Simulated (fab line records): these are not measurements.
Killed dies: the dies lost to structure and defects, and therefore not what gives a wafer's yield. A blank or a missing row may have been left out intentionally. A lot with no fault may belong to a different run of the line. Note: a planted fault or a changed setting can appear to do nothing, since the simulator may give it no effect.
Matching of chambers | flow berkeley cmos170 | UCB170_V1_CMP_02 on cmp-02: 4 sister chambers
The step polishes SiO2. 16 wafers are shown with their chamber, then 8 later ones without.

== EACH WAFER AND ITS CHAMBER ==
wafer  | chamber | motor current A (A) | slurry flow ml min
L368.1 | 1       | 15.0                | 150.3
L368.4 | 2       | 15.8                | 150.6
L368.5 | 0       | 15.6                | 149.8
L371.1 | 0       | 16.8                | 150.6
L371.2 | 2       | 16.0                | 149.4
L371.4 | 1       | 14.5                | 149.0
L373.1 | 0       | 17.0                | 150.5
L373.2 | 2       | 15.4                | 150.6
L373.4 | 1       | 15.2                | 149.4
L375.2 | 0       | 15.9                | 150.5
L375.3 | 3       | 17.9                | 150.3
L375.5 | 3       | 18.3                | 150.0
L377.1 | 1       | 14.7                | 150.6
L377.2 | 2       | 16.4                | 149.9
L377.5 | 2       | 15.8                | 149.8
L378.1 | 0       | 15.8                | 149.8

SIGNATURES, as means of the wafers listed above
reading            | chamber 0 | chamber 1 | chamber 2 | chamber 3 | scatter within a chamber
motor current A    | 16.220    | 14.850    | 15.880    | 18.100    | 0.457
slurry flow ml min | 150.240   | 149.825   | 150.060   | 150.150   | 0.54
Rule: for a wafer and a chamber, the distance is found by dividing, reading by reading, the gap between the wafer's reading and the chamber's mean by the reading's scatter, squaring, summing and taking the root. The wafer belongs to the nearest chamber; if the next one is less than 2 further off, it can't be placed. The scatter is the square root of a quotient: the sum, over the shown wafers, of each reading's squared deviation from its chamber's mean, divided by wafers minus chambers.

== WAFERS WITHOUT THEIR CHAMBER ==
wafer  | motor current A (A) | slurry flow ml min
L378.2 | 18.8                | 148.8
L378.4 | 16.5                | 149.5
L383.2 | 15.2                | 150.2
L383.3 | 18.7                | 150.3
L383.5 | 19.8                | 150.1
L386.1 | 15.2                | 150.2
L386.2 | 14.9                | 149.7
L386.4 | 19.3                | 149.8

== WHICH CHAMBER EACH ONE RAN IN ==
wafer  | from the rows above          | in truth
L378.2 | 3                            | 3
L378.4 | can't be placed: 0 or 2      | 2
L383.2 | can't be placed: 1 or 2 or 0 | 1
L383.3 | 3                            | 3
L383.5 | 3                            | 3
L386.1 | can't be placed: 1 or 2 or 0 | 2
L386.2 | can't be placed: 1 or 2      | 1
L386.4 | 3                            | 3
Correctly placed: 4 of 8. Can't be placed from these rows: 4 (the true chamber is among the candidates in 4). Placed wrongly: 0.
